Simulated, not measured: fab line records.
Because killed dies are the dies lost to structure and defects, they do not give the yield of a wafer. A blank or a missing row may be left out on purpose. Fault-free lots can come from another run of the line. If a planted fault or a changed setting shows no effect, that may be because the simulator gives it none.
Which tool did it? + flow rit-cmos + Sampling: 14 lots, 42 wafers, 4 of 202 route steps

## WHAT THE GAUGES SHOWED, per wafer
RIT_REOX_THK_MEAS_04. Usual: REOX_OXIDE_THK 25.1 nm, standard deviation 0.4.
| lot  | measured    | on            | REOX_OXIDE_THK (nm) | flag |
|------|-------------|---------------|---------------------|------|
| L983 | day 2 23:24 | film-metro-01 | 24.5 24.3 24.6      |      |
| L984 | day 3 02:41 | film-metro-02 | 24.2 24.5 24.6      |      |
| L985 | day 3 07:07 | film-metro-01 | 24.8 24.7 25.1      |      |
| L986 | day 3 12:36 | film-metro-01 | 24.9 25.0 24.8      |      |
| L987 | day 3 18:00 | film-metro-03 | 25.2 25.3 25.0      |      |
| L991 | day 4 13:34 | film-metro-02 | 24.8 25.0 24.7      |      |
| L992 | day 4 18:20 | film-metro-01 | 25.5 24.9 25.1      |      |
| L993 | day 5 00:08 | film-metro-01 | 25.0 25.3 25.3      |      |
| L995 | day 5 09:40 | film-metro-01 | 25.8 25.9 25.7      |      |
| L998 | day 6 00:41 | film-metro-01 | 33.0 32.9 32.7      | OFF  |
| L999 | day 6 06:16 | film-metro-01 | 32.1 32.2 32.0      | OFF  |
| L100 | day 6 11:45 | film-metro-03 | 24.9 24.5 24.4      |      |
| L101 | day 6 15:44 | film-metro-02 | 25.5 25.0 25.5      |      |
| L105 | day 7 10:39 | film-metro-03 | 25.3 25.3 24.9      |      |

RIT_SILICIDE_RS_MEAS_02: measurement is done with a four-point probe. Usual: SILICIDE_TI_RS 49.7 ohm/sq, standard deviation 0.65.
| lot  | measured    | on            | SILICIDE_TI_RS (ohm/sq) | flag |
|------|-------------|---------------|-------------------------|------|
| L983 | day 3 09:30 | film-metro-01 | 49.4 49.8 49.5          |      |
| L984 | day 3 12:05 | film-metro-03 | 50.6 50.2 50.4          |      |
| L985 | day 3 17:16 | film-metro-01 | 48.7 48.7 48.4          |      |
| L986 | day 3 23:29 | film-metro-03 | 50.1 49.4 50.0          |      |
| L987 | day 4 03:34 | film-metro-01 | 50.6 49.9 50.0          |      |
| L991 | day 4 23:40 | film-metro-01 | 50.3 50.5 50.8          |      |
| L992 | day 5 04:08 | film-metro-01 | 49.3 50.6 49.8          |      |
| L993 | day 5 10:09 | film-metro-01 | 49.6 48.9 49.3          |      |
| L995 | day 5 19:38 | film-metro-03 | 50.2 50.5 50.1          |      |
| L998 | day 6 10:29 | film-metro-01 | 49.8 50.0 49.9          |      |
| L999 | day 6 15:59 | film-metro-04 | 50.2 49.6 50.4          |      |
| L100 | day 6 21:23 | film-metro-01 | 48.2 48.8 48.8          |      |
| L101 | day 7 01:25 | film-metro-04 | 48.9 48.8 48.8          |      |
| L105 | day 7 20:22 | film-metro-01 | 49.0 49.1 48.8          |      |

## EACH LOT AND THE TOOL THAT RAN IT (in order: tool; ch and the chambers of the sampled wafers; start)
| lot  | RIT_ACTIVE_ETCH_13                | RIT_REOX_OXIDATION_03        |
|------|-----------------------------------|------------------------------|
| L983 | rie-diel-03 ch 2,3, day 1 22:37   | furnace-02 ch 0, day 2 20:50 |
| L984 | rie-diel-01 ch 0,1,3, day 2 01:37 | furnace-04 ch 0, day 3 00:08 |
| L985 | rie-diel-01 ch 0,2, day 2 05:50   | furnace-02 ch 0, day 3 04:34 |
| L986 | rie-diel-03 ch 1,2, day 2 10:43   | furnace-02 ch 0, day 3 10:02 |
| L987 | rie-diel-02 ch 0,1,3, day 2 15:50 | furnace-03 ch 0, day 3 15:27 |
| L991 | rie-diel-02 ch 1,2,3, day 3 11:50 | furnace-03 ch 0, day 4 10:59 |
| L992 | rie-diel-03 ch 0,2,3, day 3 16:43 | furnace-02 ch 0, day 4 15:47 |
| L993 | rie-diel-03 ch 0,3, day 3 21:43   | furnace-03 ch 0, day 4 21:35 |
| L995 | rie-diel-01 ch 0,1,2, day 4 07:50 | furnace-02 ch 0, day 5 07:05 |
| L998 | rie-diel-02 ch 0,1, day 4 22:55   | furnace-02 ch 0, day 5 22:08 |
| L999 | rie-diel-03 ch 0,1,3, day 5 03:43 | furnace-02 ch 0, day 6 03:42 |
| L100 | rie-diel-01 ch 0,1, day 5 08:51   | furnace-04 ch 0, day 6 09:11 |
| L101 | rie-diel-01 ch 0,1,2, day 5 13:43 | furnace-03 ch 0, day 6 13:11 |
| L105 | rie-diel-01 ch 1,2, day 6 09:43   | furnace-04 ch 0, day 7 08:06 |
- RIT_ACTIVE_ETCH_13: etches Si3N4 in SF6, stops on SiO2, time 210 s, target depth 210 nm.
- RIT_REOX_OXIDATION_03: target thk 25.2 nm, ox time 5580 s.

## AS READ BY THE TOOLS THEMSELVES (means over the sampled wafers that have a number; for cases with no such wafer, the mark the record gives instead)
RIT_ACTIVE_ETCH_13. Usual: drypump-motor-current-A 5.7 A, standard deviation 0.4; oes-product-au 0.813 a.u., standard deviation 0.011; throttle-valve-pct 7.51 %, standard deviation 0.069.
| lot  | tool        | drypump-motor-current-A (A) | oes-product-au (a.u.) | throttle-valve-pct (%) | flag |
|------|-------------|-----------------------------|-----------------------|------------------------|------|
| L983 | rie-diel-03 | 5.4                         | 0.811                 | 7.58                   |      |
| L984 | rie-diel-01 | 5.7                         | 0.809                 | 7.49                   |      |
| L985 | rie-diel-01 | 6.1                         | 0.816                 | 7.44                   |      |
| L986 | rie-diel-03 | 5.4                         | 0.815                 | 7.52                   |      |
| L987 | rie-diel-02 | 5.7                         | 0.820                 | 7.52                   |      |
| L991 | rie-diel-02 | 5.9                         | 0.815                 | 7.50                   |      |
| L992 | rie-diel-03 | 5.6                         | 0.823                 | 7.56                   |      |
| L993 | rie-diel-03 | 5.9                         | 0.819                 | 7.53                   |      |
| L995 | rie-diel-01 | 5.9                         | 0.819                 | 7.45                   |      |
| L998 | rie-diel-02 | 5.5                         | 0.804                 | 7.56                   |      |
| L999 | rie-diel-03 | 5.7                         | 0.818                 | 7.50                   |      |
| L100 | rie-diel-01 | 5.9                         | 0.804                 | 7.45                   |      |
| L101 | rie-diel-01 | 5.8                         | 0.804                 | 7.45                   |      |
| L105 | rie-diel-01 | 5.6                         | 0.814                 | 7.47                   |      |

RIT_REOX_OXIDATION_03. Usual: spike-tc-load-C 925.8 C, standard deviation 1.9; tube_center_temp_C_max 902.3, standard deviation 0.38.
| lot  | tool       | spike-tc-load-C (C) | tube_center_temp_C_max | flag |
|------|------------|---------------------|------------------------|------|
| L983 | furnace-02 | 928.1               | 902.3                  |      |
| L984 | furnace-04 | 924.8               | 902.4                  |      |
| L985 | furnace-02 | 927.0               | 902.6                  |      |
| L986 | furnace-02 | 926.4               | 902.4                  |      |
| L987 | furnace-03 | 925.2               | 902.3                  |      |
| L991 | furnace-03 | 925.7               | 902.6                  |      |
| L992 | furnace-02 | 928.3               | 902.5                  |      |
| L993 | furnace-03 | 926.0               | 902.4                  |      |
| L995 | furnace-02 | 927.9               | 902.2                  |      |
| L998 | furnace-02 | 927.5               | 902.3                  |      |
| L999 | furnace-02 | 927.2               | 902.3                  |      |
| L100 | furnace-04 | 924.3               | 902.2                  |      |
| L101 | furnace-03 | 925.2               | 902.7                  |      |
| L105 | furnace-04 | 923.0               | 902.5                  |      |

## THE ANSWER, worked out from the rows above alone
Rule: take the mean of a lot's wafers that have a number; if it is more than 3 standard deviations from the usual mean, the lot is off. Also off: a lot with no number at a reading for which 4 or more lots have one. The other lots that the step has rows for count as sound. First the gauges in route order, then the tools' own readings, where a lot's mean is used as printed above. At the first step where some lot is off, the reading lying furthest off is the one used; lots without a number count as furthest.
Off: L998, L999, seen at RIT_REOX_THK_MEAS_04 (REOX_OXIDE_THK).
A tool fits if, at a process step before that reading, it ran every lot that is off, and no sound lot after the first of them. Those tools and the gauges at RIT_REOX_THK_MEAS_04 are tried in the same way. 2 tools fit, furnace-02 at RIT_REOX_OXIDATION_03 and film-metro-01 at RIT_REOX_THK_MEAS_04, so this cannot tell which one it is.

## WHAT THE SIMULATOR PUT IN
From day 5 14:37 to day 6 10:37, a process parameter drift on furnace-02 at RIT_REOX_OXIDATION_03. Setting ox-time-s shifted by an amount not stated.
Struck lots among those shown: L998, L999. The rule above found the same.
